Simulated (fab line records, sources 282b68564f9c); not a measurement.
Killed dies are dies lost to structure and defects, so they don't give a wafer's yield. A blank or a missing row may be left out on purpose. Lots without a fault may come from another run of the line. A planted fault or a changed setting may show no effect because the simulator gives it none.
Tool commonality check | flow rit_cmos | 15 lots, 45 wafers sampled

WHY IT WAS OPENED
At RIT_REOX_THK_MEAS_04 the reading REOX_OXIDE_THK is flagged on 3 of 15 lots. Wafers without a fault read 25.2 nm, standard deviation 0.46.
Rule: a lot is flagged when every wafer of it that has a number lies more than 4 standard deviations from that mean, or none has a number. The other lots count as sound.

lot  | measured    | on            | REOX_OXIDE_THK (nm), wafer by wafer | flag
L988 | day 2 23:37 | film_metro-02 | 25.6 25.8 25.6                      |
L989 | day 3 07:35 | film_metro-04 | 25.7 25.7 25.6                      |
L991 | day 3 17:39 | film_metro-01 | 25.7 25.8 25.9                      |
L992 | day 4 01:25 | film_metro-04 | 25.0 25.0 25.6                      |
L993 | day 4 03:57 | film_metro-02 | 24.8 25.1 25.1                      |
L994 | day 4 03:58 | film_metro-01 | 25.3 25.2 25.1                      |
L995 | day 4 18:18 | film_metro-01 | 14.7 14.7 14.8                      | FLAGGED
L997 | day 5 01:25 | film_metro-02 | 25.5 25.6 25.6                      |
L999 | day 5 10:32 | film_metro-02 | 14.7 14.5 14.3                      | FLAGGED
L100 | day 5 10:33 | film_metro-04 | 15.2 14.5 15.1                      | FLAGGED
L105 | day 7 01:39 | film_metro-04 | 24.3 24.9 24.7                      |
L107 | day 7 07:53 | film_metro-02 | 24.5 24.6 24.3                      |
L109 | day 7 18:48 | film_metro-04 | 25.2 24.6 24.8                      |
L110 | day 8 00:37 | film_metro-01 | 24.5 24.4 24.3                      |
L111 | day 8 10:55 | film_metro-01 | 25.7 25.9 25.6                      |
The numbers of the flagged lots are 14.7 nm on average: -10.5 nm against the usual, or -23 standard deviations.

WHICH TOOL RAN EACH LOT
The record holds 1 process step before the reading, out of a route of 202 steps. In each cell: the tool, then ch and the chambers that the sampled wafers went through, then the start.
lot  | flag    | RIT_REOX_OXIDATION_03
L988 |         | furnace-03 ch 0, day 2 21:04
L989 |         | furnace-04 ch 0, day 3 05:02
L991 |         | furnace-01 ch 0, day 3 15:05
L992 |         | furnace-01 ch 0, day 3 22:51
L993 |         | furnace-01 ch 0, day 4 01:24
L994 |         | furnace-01 ch 0, day 4 01:24
L995 | FLAGGED | furnace-01 ch 0, day 4 15:45
L997 |         | furnace-04 ch 0, day 4 22:52
L999 | FLAGGED | furnace-01 ch 0, day 5 07:59
L100 | FLAGGED | furnace-01 ch 0, day 5 07:59
L105 |         | furnace-04 ch 0, day 6 23:05
L107 |         | furnace-03 ch 0, day 7 05:20
L109 |         | furnace-03 ch 0, day 7 16:13
L110 |         | furnace-01 ch 0, day 7 22:04
L111 |         | furnace-04 ch 0, day 8 08:21
What these steps do:
- RIT_REOX_OXIDATION_03: target thk 25.2 nm, ox time 5580 s.
- RIT_REOX_THK_MEAS_04

FLAGGED OVER TOTAL, TOOL BY TOOL (the gauges that took the reading come last)
step                  | tool          | lots run | flagged | share of the flagged lots | sound lots run after its first flagged lot
RIT_REOX_OXIDATION_03 | furnace-01    | 8        | 3       | all                       | 1 (L110)
RIT_REOX_OXIDATION_03 | furnace-03    | 3        | 0       | none                      | -
RIT_REOX_OXIDATION_03 | furnace-04    | 4        | 0       | none                      | -
RIT_REOX_THK_MEAS_04  | film_metro-01 | 5        | 1       | some                      | 2 (L110,L111)
RIT_REOX_THK_MEAS_04  | film_metro-02 | 5        | 1       | some                      | 1 (L107)
RIT_REOX_THK_MEAS_04  | film_metro-04 | 5        | 1       | some                      | 2 (L105,L109)

WHAT THE TABLE ALLOWS
1 row of the table ran every flagged lot: furnace-01 at RIT_REOX_OXIDATION_03.
- furnace-01 at RIT_REOX_OXIDATION_03: 3 of its 8 lots flagged. Sound lots ran on it after the first flagged one (L110), which a lasting fault on the whole tool wouldn't allow.
No row of the table ran every flagged lot and no sound lot after the first.

WHAT THE SIMULATOR HAD PUT IN
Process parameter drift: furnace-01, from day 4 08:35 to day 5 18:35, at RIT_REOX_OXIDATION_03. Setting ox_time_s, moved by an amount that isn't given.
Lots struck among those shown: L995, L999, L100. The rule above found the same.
